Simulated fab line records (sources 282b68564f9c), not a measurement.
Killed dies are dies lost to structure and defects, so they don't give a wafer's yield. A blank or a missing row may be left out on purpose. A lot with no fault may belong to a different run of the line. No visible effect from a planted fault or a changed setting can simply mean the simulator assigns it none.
Which tool did it?	flow rit cmos	6 lots, 18 wafers sampled, at 2 steps of a route of 202

== WHAT THE GAUGES SHOWED, per wafer ==
RIT_M1_CD_MEAS_90: target cd 2600 nm.
lot	measured	on	cd nm (nm)
L419	day 3 14:32	cd sem-02	2604.2 2600.9 2603.7
L423	day 4 09:38	cd sem-02	2603.7 2606.5 2603.7
L425	day 4 17:49	cd sem-02	2604.8 2601.6 2603.6
L427	day 5 04:44	cd sem-01	2601.9 2600.4 2598.9
L437	day 7 10:52	cd sem-02	2590.9 2598.6 2591.0
L439	day 7 19:18	cd sem-02	2601.7 2600.9 2601.5

== WHAT TOOL EACH LOT RAN ON (gives the tool, then ch and the chambers of the sampled wafers, and finally the start) ==
lot	RIT_M1_METAL_ETCH_12
L419	rie metal-04 ch 0,1, day 3 14:01
L423	rie metal-01 ch 0,1, day 4 09:08
L425	rie metal-04 ch 0,1, day 4 17:17
L427	rie metal-02 ch 0,1, day 5 04:09
L437	rie metal-01 ch 0,1, day 7 10:22
L439	rie metal-04 ch 0, day 7 18:47
- RIT_M1_METAL_ETCH_12: etches Al in Cl2/BCl3, stops on SiO2, time 165 s, target depth 600 nm.

== THE ANSWER, worked out from the rows above alone ==
Rule: usual is defined by the lots themselves. Put in order of their means at a reading, lots are off if they are a third of the lots or fewer, leave a main group of 4 or more, and stand apart from it by a gap of 3 or more times the standard deviation of the main group's means; of several such gaps the widest counts. If all means in a main group match to the digits the tables above print for the reading, that group is not used. Also off: a lot with no number at a reading for which 4 or more lots have one. Any other lot the step has rows for is counted as sound.
Off: L437 (RIT_M1_CD_MEAS_90, cd nm). The main group has a mean of 2602.5 nm with a standard deviation of 1.5.
If a tool, at a process step before that reading, ran all the lots that are off and no sound lot after the first of them, it fits. Gauges at RIT_M1_CD_MEAS_90: tried the same way as those tools. One fits: rie metal-01 at RIT_M1_METAL_ETCH_12. Its last sound lot is L423 (day 4 09:08), its first lot that is off L437 (day 7 10:22): a fault that began between those two fits.

== WHAT HAD BEEN PUT IN BY THE SIMULATOR ==
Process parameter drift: rie metal-01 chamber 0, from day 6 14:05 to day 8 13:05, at RIT_M1_METAL_ETCH_12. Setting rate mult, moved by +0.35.
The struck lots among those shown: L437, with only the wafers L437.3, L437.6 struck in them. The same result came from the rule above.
